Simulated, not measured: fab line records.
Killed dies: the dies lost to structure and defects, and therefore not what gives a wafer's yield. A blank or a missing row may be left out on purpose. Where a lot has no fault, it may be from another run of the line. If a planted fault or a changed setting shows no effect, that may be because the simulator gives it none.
fab line records	flow rit_cmos
[record] lots = 6	wafers = 18	last_day = 7
route steps=202 shown NRETRO@60 PRETRO@64 GATE@75 M1@202
lots that met no fault: taken from a fault-free run of the same line
start_h: hours from the record's opening day to when the first of the lot's shown wafers began	wait_h: hours since the lot's step before	" unchanged from the row above	L1.1+2: a row that stands for several wafers	- no value present, or no start provided	* or withheld: withheld	< > ~ a bound
route shown NAME@n: a module of which the file shows steps, and the number in the route of the first	usual: mean and standard deviation over wafers with no fault	same: alike in all rows	chamber/n: place in a boat	sites: per-site readings	_std_site: standard deviation of those values	_edge_site: mean of outer sites minus mean of inner sites	radius_mm: for every site, how far away it sits from the centre of the wafer	mask NAME#n: copy n	behind: the most recent tool/chamber to have shaped the wafer	hold: cause of the lot's hold/its duration in hours/its outcome	device: whichever transistor did not switch (one of n, p or np)	end of line: tests run on the same wafers once the route is complete	for a step that has no rows: nothing shown but its recipe	killed: dies lost to structure and defects at the first sort, not the wafer's yield	map: dies across one wafer; x = killed, . = not, _ = none there
set.NAME: the setting as run; set.NAME@STEP: as run at that earlier step	model.NAME: the simulator's own value behind a step, which no gauge read
lots at selected steps of the route; one table per step, one row per wafer
services: when a tool's chamber went out of use (start_h, in hours from the record's first day, below 0 if earlier), for how many hours, and the reason
[[steps]]
[step RIT_NRETRO_HARDBAKE_07]
[recipe] resist = NOVOLAK	temp_c = 140	time_s = 120
[step RIT_NRETRO_IMPLANT_08]
[recipe] species = P	energy_kev = 70	dose_cm2 = 1e+13	tilt_deg = 7.164
[step RIT_NRETRO_STRIP_09]
[recipe] chemistry = O2	time_s = 180	resist = NOVOLAK	platen_temp_c = withheld	power_w = 500	pressure_mtorr = 4000	o2_flow_sccm = 4000
[usual] drypump_motor_current_A = 5.5/0.31	o2_flow_sccm = 4000/12
lot.wafer	tool	chamber	start_h	wait_h	drypump_motor_current_A	o2_flow_sccm	rf_hours_counter_h
L590.2	plasma_asher-03	1	40.56	0.1	6.1	3997	42
L590.3	"	1	"	"	6.1	4004	-
L590.5	"	0	"	"	5.2	4009	-
L591.2	plasma_asher-04	0	45.64	0.1	5.2	3996	28
L591.3	"	1	"	"	5.6	4004	-
L591.5	"	1	"	"	5.6	3992	-
L602.4	plasma_asher-03	0	101.58	0.1	5.2	4010	-
L602.5	"	1	"	"	6.0	4010	-
L602.6	"	0	"	"	5.1	4004	-
L603.2	plasma_asher-03	0	104.16	0.1	5.2	4014	49
L603.3	"	1	"	"	6.0	3997	-
L603.6	"	0	"	"	5.1	4010	-
L604.3	plasma_asher-01	0	109.54	0.1	5.6	3996	-
L604.5	"	0	"	"	5.6	4000	-
L604.6	"	1	"	"	5.6	3998	-
L608.1	plasma_asher-04	1	130.26	0.1	5.6	4014	38
L608.3	"	0	"	"	5.2	3998	-
L608.4	"	1	"	"	5.6	4015	-
[step RIT_NRETRO_TW_MEAS_10]
[usual] NRETRO_TW = 1048/5
lot.wafer	tool	chamber	start_h	wait_h	NRETRO_TW
L590.2	film_metro-03	-	40.74	0.1	1043
L590.3	"	-	"	"	1044
L590.5	"	-	"	"	1050
L591.2	film_metro-04	-	45.82	0.1	1052
L591.3	"	-	"	"	1047
L591.5	"	-	"	"	1048
L602.4	film_metro-04	-	101.72	0.1	1057
L602.5	"	-	"	"	1060
L602.6	"	-	"	"	1054
L603.2	film_metro-03	-	104.35	0.1	1045
L603.3	"	-	"	"	1044
L603.6	"	-	"	"	1042
L604.3	film_metro-02	-	109.68	0.1	1051
L604.5	"	-	"	"	1054
L604.6	"	-	"	"	1052
L608.1	film_metro-04	-	130.43	0.1	1043
L608.3	"	-	"	"	1047
L608.4	"	-	"	"	1039
[step RIT_PRETRO_HMDS_00]
[recipe] prime_time_s = 60	prime_temp_c = 140
[step RIT_PRETRO_COAT_01]
[recipe] resist = NOVOLAK	spin_rpm = 2000	resist_thk_nm = 1300
[step RIT_PRETRO_SOFTBAKE_02]
[recipe] resist = NOVOLAK	temp_c = 90	time_s = 60
[step RIT_PRETRO_EXPOSE_03]
[recipe] mask_id = M5	na = 0.57	target_cd_nm = 43700	dose_mj = 250
[step RIT_PRETRO_PEB_04]
[recipe] resist = NOVOLAK	temp_c = withheld	time_s = withheld
[step RIT_PRETRO_DEVELOP_05]
[recipe] resist = NOVOLAK	develop_time_s = 68	dev_temp_c = 23
[step RIT_PRETRO_OVL_MEAS_06]
[usual] PRETRO_OVL = 0.1/1.5
lot.wafer	tool	chamber	start_h	wait_h	PRETRO_OVL[nm]
L590.2	overlay-02	-	41.68	-	2.1
L590.3	"	-	"	"	1.2
L590.5	"	-	"	"	1.3
L591.2	overlay-01	-	46.76	-	-0.9
L591.3	"	-	"	"	-1.5
L591.5	"	-	"	"	-1.6
L602.4	overlay-01	-	102.80	-	0.2
L602.5	"	-	"	"	-1.4
L602.6	"	-	"	"	0.2
L603.2	overlay-01	-	105.28	-	-2.7
L603.3	"	-	"	"	-1.0
L603.6	"	-	"	"	-1.9
L604.3	overlay-01	-	110.84	-	-1.8
L604.5	"	-	"	"	-0.4
L604.6	"	-	"	"	-1.4
L608.1	overlay-02	-	131.37	-	-2.5
L608.3	"	-	"	"	-1.6
L608.4	"	-	"	"	-1.0
[step RIT_PRETRO_HARDBAKE_07]
[recipe] resist = NOVOLAK	temp_c = 140	time_s = 120
[step RIT_PRETRO_IMPLANT_08]
[recipe] species = B	energy_kev = 45	dose_cm2 = 1.177e+13	tilt_deg = 7
[usual] beam_energy_keV = 45.000/0.015
lot.wafer	tool	chamber	start_h	wait_h	beam_energy_keV	model.implant.rp_nm	model.implant.drp_nm
L590.2	implanter-02	0	41.98	0.2	45.004	142.4	55.07
L590.3	"	0	"	"	45.025	142.4	55.07
L590.5	"	0	"	"	45.029	142.4	55.07
L591.2	implanter-04	0	47.06	0.2	44.996	137.1	55.07
L591.3	"	0	"	"	44.992	137.1	55.07
L591.5	"	0	"	"	44.997	137.1	55.07
L602.4	implanter-02	0	103.14	0.2	29.226	95.75	42.09
L602.5	"	0	"	"	29.235	95.75	42.09
L602.6	"	0	"	"	29.262	95.75	42.09
L603.2	implanter-02	0	105.59	0.2	29.242	93.46	42.09
L603.3	"	0	"	"	29.266	93.46	42.09
L603.6	"	0	"	"	29.271	93.46	42.09
L604.3	implanter-04	0	111.16	0.2	45.022	146.6	55.07
L604.5	"	0	"	"	44.985	146.6	55.07
L604.6	"	0	"	"	45.010	146.6	55.07
L608.1	implanter-04	0	131.70	0.2	44.981	149.4	55.07
L608.3	"	0	"	"	45.004	149.4	55.07
L608.4	"	0	"	"	45.018	149.4	55.07
[step RIT_PRETRO_STRIP_09]
[recipe] chemistry = O2	time_s = 180	resist = NOVOLAK	platen_temp_c = withheld	power_w = 500	pressure_mtorr = 4000	o2_flow_sccm = 4000
[usual] drypump_motor_current_A = 5.6/0.49	o2_flow_sccm = 4003/13
lot.wafer	tool	chamber	start_h	wait_h	drypump_motor_current_A	o2_flow_sccm	rf_hours_counter_h
L590.2	plasma_asher-01	0	42.11	0.1	5.6	3987	42
L590.3	"	0	"	"	5.6	4026	-
L590.5	"	1	"	"	5.7	4018	-
L591.2	plasma_asher-02	1	47.19	0.1	4.8	3995	33
L591.3	"	0	"	"	6.3	4021	-
L591.5	"	1	"	"	4.8	3994	-
L602.4	plasma_asher-02	1	103.28	0.1	4.9	3986	-
L602.5	"	0	"	"	6.3	4012	-
L602.6	"	1	"	"	4.9	3999	-
L603.2	plasma_asher-03	1	105.71	0.1	6.1	3985	49
L603.3	"	1	"	"	6.1	3981	-
L603.6	"	0	"	"	5.2	3990	-
L604.3	plasma_asher-01	1	111.32	0.1	5.6	3990	-
L604.5	"	1	"	"	5.6	3991	-
L604.6	"	0	"	"	5.6	3999	-
L608.1	plasma_asher-01	0	131.85	0.1	5.6	3992	50
L608.3	"	1	"	"	5.6	4004	-
L608.4	"	0	"	"	5.6	4001	-
[step RIT_PRETRO_TW_MEAS_10]
[usual] PRETRO_TW = 470.8/2.7
lot.wafer	tool	chamber	start_h	wait_h	PRETRO_TW
L590.2	film_metro-01	-	42.29	0.1	469.7
L590.3	"	-	"	"	472.2
L590.5	"	-	"	"	471.9
L591.2	film_metro-02	-	47.37	0.1	468.6
L591.3	"	-	"	"	470.3
L591.5	"	-	"	"	470.4
L602.4	film_metro-03	-	103.42	0.1	433.2
L602.5	"	-	"	"	433.9
L602.6	"	-	"	"	436.2
L603.2	film_metro-02	-	105.90	0.1	439.5
L603.3	"	-	"	"	440.3
L603.6	"	-	"	"	441.8
L604.3	film_metro-02	-	111.46	0.1	471.0
L604.5	"	-	"	"	471.0
L604.6	"	-	"	"	474.0
L608.1	film_metro-02	-	132.02	0.1	471.6
L608.3	"	-	"	"	473.3
L608.4	"	-	"	"	474.4
[step RIT_GATE_WET_ETCH_00]
[recipe] chemistry = BOE	target = SiO2	target_depth_nm = 56	time_s = 60	dry = n2_spin	dilution = 10:1	temp_c = 21.5
[step RIT_M1_PROBE_99]
[usual] killed_at_M0_to_M3 = 0.0/0.14	killed_at_contacts = 0.1/0.27	killed_at_front_end = 7.2/2.9	killed_dies = 7.3/2.9	killed_open = 3.6/1.9	killed_short = 3.8/1.9
[same] gross_dies = 264	killed_at_M4_up = 0	killed_at_back_side = 0	killed_at_other = 0
lot.wafer	tool	chamber	start_h	wait_h	killed_at_M0_to_M3	killed_at_contacts	killed_at_front_end	killed_dies	killed_open	killed_short	model.etest.nmos_0p3.r_on_ohm_um	model.etest.nmos_0p15.r_on_ohm_um	model.etest.nmos_turned.drive_ua_um	model.etest.nmos_0p15.drive_ua_um	model.etest.nmos_0p3.drive_ua_um	model.etest.nmos_narrow.drive_ua_um	model.etest.nmos_0p15.swing_mv_dec	model.etest.ring.delay_ps
L590.2	prober-01	-	68.81	0.1	0	0	6	6	2	4	2245	1198	288.5	447.4	215.5	217	86.13	27.56
L590.3	prober-01	-	68.86	0.2	0	0	3	3	1	2	2268	1214	286.1	443.7	215.4	213.9	85.93	27.95
L590.5	prober-01	-	68.96	0.2	0	0	8	8	3	5	2251	1180	301	459.9	218.2	215	86.33	27.16
L591.2	prober-02	-	73.61	0.1	0	0	7	7	4	3	2172	1141	314.7	458.9	221.2	221.3	86	27.42
L591.3	prober-02	-	73.66	0.2	0	0	11	11	5	6	2144	1111	324.7	472.1	221.7	223.8	85.99	27.07
L591.5	prober-02	-	73.76	0.2	0	0	6	6	2	4	2200	1157	312.9	462.4	215.8	220.2	86.57	27.17
L602.4	prober-01	-	128.29	0.2	0	0	5	5	2	3	2444	1225	242.3	405.5	183.3	183.7	87.71	28.78
L602.5	prober-01	-	128.34	0.2	0	1	7	8	3	5	2516	1251	244.9	400.8	177.9	177.9	88.2	29.52
L602.6	prober-01	-	128.39	0.2	0	0	6	6	3	3	2472	1229	252.8	405.9	178.1	180.7	88.22	29.04
L603.2	prober-02	-	132.33	0.1	0	0	6	6	3	3	2445	1251	258.2	409.5	184.5	183	87.73	28.68
L603.3	prober-02	-	132.38	0.2	0	1	7	8	5	3	2462	1280	249.8	386.8	180.1	179.9	87.14	30.57
L603.6	prober-02	-	132.53	0.2	0	0	6	6	4	2	2425	1253	261.7	404.3	182.1	176.8	87.78	29.06
L604.3	prober-01	-	137.65	0.2	0	0	10	10	4	6	2188	1141	314.5	459.7	221.6	213.7	86	27.25
L604.5	prober-01	-	137.75	0.2	0	0	8	8	3	5	2193	1145	309.6	458.3	220.4	216	86.14	27.22
L604.6	prober-01	-	137.80	0.2	0	0	7	7	2	5	2182	1147	310.5	457.2	222.6	216.8	85.82	27.61
L608.1	prober-01	-	160.84	0.1	0	0	3	3	1	2	2163	1160	316.7	460.8	229.4	227.5	85.34	27.41
L608.3	prober-01	-	160.94	0.2	0	0	5	5	2	3	2163	1144	324.7	466.9	227.3	228.1	86.01	26.93
L608.4	prober-01	-	160.99	0.2	1	0	3	4	2	2	2118	1133	333	483.8	239.6	239.3	85.05	26.16
// killed by level:class
L590.2 FOX2:geometric_particle:short=2 FOX2:geometric_particle:open=2 GATE:geometric_particle:short=1 REOX:geometric_particle:short=1
L590.3 FOX2:geometric_particle:short=1 SPACER:geometric_particle:short=1 SPACER:geometric_particle:open=1
L590.5 GATE:geometric_particle:short=3 REOX:geometric_particle:open=3 REOX:geometric_particle:short=1 SPACER:geometric_particle:short=1
L591.2 FOX1:geometric_particle:open=2 SPACER:geometric_particle:open=2 SILICIDE:geometric_particle:short=2 SPACER:geometric_particle:short=1
L591.3 SPACER:geometric_particle:short=4 SPACER:geometric_particle:open=2 GATE:geometric_particle:short=1 GATE:geometric_particle:open=1 REOX:geometric_particle:open=1 SILICIDE:geometric_particle:short=1 SILICIDE:geometric_particle:open=1
L591.5 ACTIVE:geometric_particle:open=1 FOX1:geometric_particle:short=1 FOX2:geometric_particle:short=1 GATE:geometric_particle:short=1 GATE:geometric_particle:open=1 SPACER:geometric_particle:short=1
L602.4 GATE:geometric_particle:short=3 FOX1:geometric_particle:open=1 GATE:geometric_particle:open=1
L602.5 REOX:geometric_particle:short=2 ACTIVE:geometric_particle:short=1 FOX2:geometric_particle:short=1 REOX:geometric_particle:open=1 SPACER:geometric_particle:open=1 SPACER:geometric_particle:short=1 CONTACT:geometric_particle:open=1
L602.6 GATE:geometric_particle:open=2 GATE:geometric_particle:short=2 REOX:geometric_particle:open=1 REOX:geometric_particle:short=1
L603.2 GATE:geometric_particle:short=2 FOX1:geometric_particle:open=1 SPACER:geometric_particle:open=1 SPACER:geometric_particle:short=1 SILICIDE:geometric_particle:open=1
L603.3 GATE:geometric_particle:open=4 GATE:geometric_particle:short=1 SPACER:geometric_particle:short=1 SILICIDE:geometric_particle:short=1 CONTACT:geometric_particle:open=1
L603.6 REOX:geometric_particle:open=2 FOX1:geometric_particle:short=1 GATE:geometric_particle:open=1 SILICIDE:geometric_particle:short=1 SILICIDE:geometric_particle:open=1
L604.3 GATE:geometric_particle:short=3 REOX:geometric_particle:short=3 GATE:geometric_particle:open=2 REOX:geometric_particle:open=2
L604.5 GATE:geometric_particle:short=3 SILICIDE:geometric_particle:short=2 GATE:geometric_particle:open=1 SPACER:geometric_particle:open=1 SILICIDE:geometric_particle:open=1
L604.6 GATE:geometric_particle:short=2 GATE:geometric_particle:open=1 REOX:geometric_particle:short=1 SPACER:geometric_particle:short=1 SILICIDE:geometric_particle:short=1 SILICIDE:geometric_particle:open=1
L608.1 FOX1:geometric_particle:open=1 GATE:geometric_particle:short=1 REOX:geometric_particle:short=1
L608.3 GATE:geometric_particle:short=2 FOX1:geometric_particle:open=1 REOX:geometric_particle:short=1 SILICIDE:geometric_particle:open=1
L608.4 GATE:geometric_particle:short=2 GATE:geometric_particle:open=1 M1:geometric_particle:open=1
[[services]]
tool	chamber	start_h	hours	kind
plasma_asher-01	-	27.66	2.8	pm
plasma_asher-01	-	31.34	1.6	repair
implanter-04	-	70.29	3.6	pm
plasma_asher-01	-	83.32	14.6	pm
implanter-04	-	105.84	5.2	repair
plasma_asher-02	-	108.75	9.0	pm
plasma_asher-02	0	108.75	9.0	vent_cycle
plasma_asher-02	1	108.75	9.0	vent_cycle
plasma_asher-02	-	117.75	2.8	pm
plasma_asher-02	0	117.75	-	clean
plasma_asher-02	1	117.75	-	clean
[[key]]
[first_sign] step = RIT_PRETRO_IMPLANT_08	reading = beam_energy_keV	direction = down	sigmas = 99+	usual = 45.000	struck = 29.250
[effect] step = RIT_PRETRO_TW_MEAS_10	reading = PRETRO_TW	direction = down	sigmas = 13	usual = 470.8	struck = 437.5
[model_effect] step = RIT_PRETRO_IMPLANT_08	value = implant.rp_nm	without = 143.1	struck = 94.61
[model_effect] step = RIT_M1_PROBE_99	value = etest.nmos_0p3.r_on_ohm_um	without = 2203	struck = 2461
met_at RIT_PRETRO_IMPLANT_08
struck_wafers L602.4,L602.5,L602.6,L603.2,L603.3,L603.6
tester_left_out L602,L603
onset_between 41.98 103.14
[fault] kind = process_parameter_drift	tool = implanter-02	chamber = -	onset_h = 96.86	steps = RIT_PRETRO_IMPLANT_08	channel = energy_kev	offset = -15.75	shape = step	end_h = 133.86	acts_in = these_recipes_only	stated = 45
// tester_left_out: of these lots the tester's yield and bins aren't shown, on N5 and GAA mostly nor the transistor test; their killed dies are dies lost to structure and defects alone, not to doping, threshold or leakage, so they don't give the yield
